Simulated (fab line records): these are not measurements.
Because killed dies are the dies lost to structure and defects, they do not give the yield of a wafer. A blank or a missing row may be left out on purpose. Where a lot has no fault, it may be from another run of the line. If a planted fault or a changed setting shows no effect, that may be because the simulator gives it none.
Which of the tools did it? | flow berkeleyCmos170 | 14 lots with 42 wafers sampled at 5 steps, on a route of 331 steps

WHAT THE GAUGES READ, wafer by wafer
UCB170_PWELL_OVL_MEAS_13. Usual: for PWELL_OVL the level is -2 nm and the standard deviation is 5.3.
lot  | measured    | on         | PWELL_OVL (nm) | flag
L517 | day 3 11:37 | overlay-02 | -5 -11 -6      | 
L516 | day 3 11:46 | overlay-01 | 4 5 6          | 
L519 | day 3 21:26 | overlay-02 | 5 8 -3         | 
L518 | day 3 21:43 | overlay-01 | -6 -6 -7       | 
L520 | day 4 06:47 | overlay-01 | -1 -12 -2      | 
L521 | day 4 23:03 | overlay-01 | -3 -1 0        | 
L522 | day 4 23:30 | overlay-01 | -2 12 3        | 
L527 | day 5 15:27 | overlay-01 | 0 0 4          | 
L530 | day 5 23:16 | overlay-01 | 6 -1 3         | 
L528 | day 5 23:32 | overlay-01 | 6 1 3          | 
L533 | day 7 01:26 | overlay-01 | 0 3 3          | 
L536 | day 7 07:22 | overlay-02 | -3 -2 -3       | 
L537 | day 7 19:43 | overlay-01 | -2 2 1         | 
L538 | day 8 08:05 | overlay-02 | -2 -1 -5       | 

UCB170_PFIELD_TW_MEAS_09. Usual: for PFIELD_TW the level is 602 and the standard deviation is 3.5.
lot  | measured    | on           | PFIELD_TW   | flag
L517 | day 5 06:34 | filmMetro-02 | 598 600 600 | 
L516 | day 5 05:41 | filmMetro-03 | 601 601 600 | 
L519 | day 5 10:46 | filmMetro-02 | 603 597 598 | 
L518 | day 5 10:50 | filmMetro-04 | 604 602 598 | 
L520 | day 5 11:02 | filmMetro-04 | 598 600 601 | 
L521 | day 6 12:18 | filmMetro-02 | 605 600 605 | 
L522 | day 6 11:55 | filmMetro-04 | 603 600 603 | 
L527 | day 7 02:25 | filmMetro-03 | 607 605 604 | 
L530 | day 7 11:59 | filmMetro-04 | 633 632 635 | OFF
L528 | day 7 16:38 | filmMetro-03 | 633 633 635 | OFF
L533 | day 9 07:01 | filmMetro-02 | 599 598 602 | 
L536 | day 9 07:17 | filmMetro-03 | 604 604 605 | 
L537 | day 9 11:52 | filmMetro-03 | 601 604 606 | 
L538 | day 9 23:14 | filmMetro-02 | 596 598 597 | 

UCB170_FIELD_THK_MEAS_02. Usual: for FIELD_OXIDE_THK the level is 566 nm and the standard deviation is 14.
lot  | measured     | on           | FIELD_OXIDE_THK (nm) | flag
L517 | day 5 12:08  | filmMetro-02 | 552 563 552          | 
L516 | day 5 12:05  | filmMetro-04 | 578 579 570          | 
L519 | day 5 18:33  | filmMetro-02 | 567 573 567          | 
L518 | day 5 18:34  | filmMetro-01 | 555 550 558          | 
L520 | day 5 18:34  | filmMetro-04 | 577 568 567          | 
L521 | day 6 19:20  | filmMetro-02 | 583 579 579          | 
L522 | day 6 19:20  | filmMetro-01 | 592 595 596          | 
L527 | day 7 08:58  | filmMetro-02 | 550 540 554          | 
L530 | day 7 18:13  | filmMetro-02 | 565 575 578          | 
L528 | day 8 03:28  | filmMetro-02 | 576 580 573          | 
L533 | day 9 13:34  | filmMetro-02 | 543 551 543          | 
L536 | day 9 13:34  | filmMetro-01 | 561 557 555          | 
L537 | day 9 21:18  | filmMetro-02 | 574 561 573          | 
L538 | day 10 05:40 | filmMetro-04 | 561 556 558          | 

UCB170_SCREENOX_THK_MEAS_02. Usual: for SCREENOX_OXIDE_THK the level is 14.46 nm and the standard deviation is 0.27.
lot  | measured     | on           | SCREENOX_OXIDE_THK (nm) | flag
L517 | day 6 06:37  | filmMetro-01 | 14.64 14.91 14.79       | 
L516 | day 6 06:34  | filmMetro-04 | 14.32 14.11 14.07       | 
L519 | day 6 12:23  | filmMetro-04 | 14.45 14.57 14.37       | 
L518 | day 6 12:27  | filmMetro-01 | 14.66 15.00 14.65       | 
L520 | day 6 12:23  | filmMetro-03 | 14.52 14.30 14.37       | 
L521 | day 7 15:13  | filmMetro-04 | 14.33 14.50 14.45       | 
L522 | day 7 15:17  | filmMetro-03 | 14.76 14.60 14.91       | 
L527 | day 8 10:55  | filmMetro-03 | 14.46 14.21 14.13       | 
L530 | day 8 23:31  | filmMetro-04 | 14.40 14.70 14.64       | 
L528 | day 9 04:26  | filmMetro-03 | 14.73 14.67 14.78       | 
L533 | day 10 06:32 | filmMetro-04 | 14.52 14.55 14.68       | 
L536 | day 10 06:29 | filmMetro-03 | 14.04 13.97 13.98       | 
L537 | day 10 20:56 | filmMetro-03 | 14.33 14.55 14.67       | 
L538 | day 11 06:17 | filmMetro-03 | 14.35 14.43 14.49       | 

TOOL THAT RAN EACH LOT (tool first, then ch and the chambers of the sampled wafers, then the start)
lot  | UCB170_PFIELD_IMPLANT_07
L517 | implanter-01 ch 0, day 5 06:19
L516 | implanter-01 ch 0, day 5 05:26
L519 | implanter-01 ch 0, day 5 10:31
L518 | implanter-04 ch 0, day 5 10:36
L520 | implanter-02 ch 0, day 5 10:48
L521 | implanter-01 ch 0, day 6 12:04
L522 | implanter-02 ch 0, day 6 11:39
L527 | implanter-04 ch 0, day 7 02:10
L530 | implanter-01 ch 0, day 7 11:44
L528 | implanter-01 ch 0, day 7 16:23
L533 | implanter-04 ch 0, day 9 06:46
L536 | implanter-02 ch 0, day 9 07:02
L537 | implanter-02 ch 0, day 9 11:38
L538 | implanter-02 ch 0, day 9 22:59
- UCB170_PFIELD_IMPLANT_07

AS READ BY THE TOOLS THEMSELVES (means over the sampled wafers that have a number; for cases with no such wafer, the mark the record gives instead)
UCB170_PFIELD_IMPLANT_07. Usual: doseIonsCm2 2e+13, standard deviation 2.2e+10; faradayCurrentUA 63.6, standard deviation 1.2.
lot  | tool         | doseIonsCm2 | faradayCurrentUA | flag
L517 | implanter-01 | 2e+13       | 62.6             | 
L516 | implanter-01 | 2e+13       | 62.3             | 
L519 | implanter-01 | 2e+13       | 64.3             | 
L518 | implanter-04 | 2e+13       | 63.3             | 
L520 | implanter-02 | 2e+13       | 62.9             | 
L521 | implanter-01 | 2e+13       | 64.6             | 
L522 | implanter-02 | 2e+13       | 63.9             | 
L527 | implanter-04 | 2e+13       | 63.9             | 
L530 | implanter-01 | 2e+13       | 74.1             | OFF
L528 | implanter-01 | 2e+13       | 73.5             | OFF
L533 | implanter-04 | 2e+13       | 63.1             | 
L536 | implanter-02 | 2e+13       | 64.6             | 
L537 | implanter-02 | 2e+13       | 62.9             | 
L538 | implanter-02 | 2e+13       | 64.1             | 

THE ANSWER, worked out from the rows above alone
Rule: take the mean of a lot's wafers that have a number; if it is more than 3 standard deviations from the usual mean, the lot is off. Also off: a lot with no number at a reading for which 4 or more lots have one. Where the step has rows for the other lots, those lots are counted as sound. The gauges are gone through in route order, then the tools' own readings, and for those a lot's mean is taken as printed above. At the first step where some lot is off, the reading lying furthest off is the one used; lots without a number count as furthest.
Off: at UCB170_PFIELD_TW_MEAS_09 (PFIELD_TW), L530, L528.
If a tool, at a process step before that reading, ran all the lots that are off and no sound lot after the first of them, it fits. Not tried: the gauges at UCB170_PFIELD_TW_MEAS_09; whatever is off there is also off at UCB170_PFIELD_IMPLANT_07, on other tools, and gauge error can't account for it. One fits: UCB170_PFIELD_IMPLANT_07 on implanter-01. A fault onset in the window from L521 (day 6 12:04, its last sound lot) to L530 (day 7 11:44, its first lot off) fits.
The tool's own readings at UCB170_PFIELD_IMPLANT_07 bear it out: on the lots that are off they differ by more than 5 times the standard deviation of the sound lots' means. faradayCurrentUA reads 73.8 there against 63.5 on the sound lots.

WHAT THE SIMULATOR HAD INSERTED
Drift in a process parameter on implanter-01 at UCB170_PFIELD_IMPLANT_07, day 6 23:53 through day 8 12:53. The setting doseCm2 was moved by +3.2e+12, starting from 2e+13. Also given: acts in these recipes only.
Shown lots that were struck: L530, L528. The same result came from the rule above.
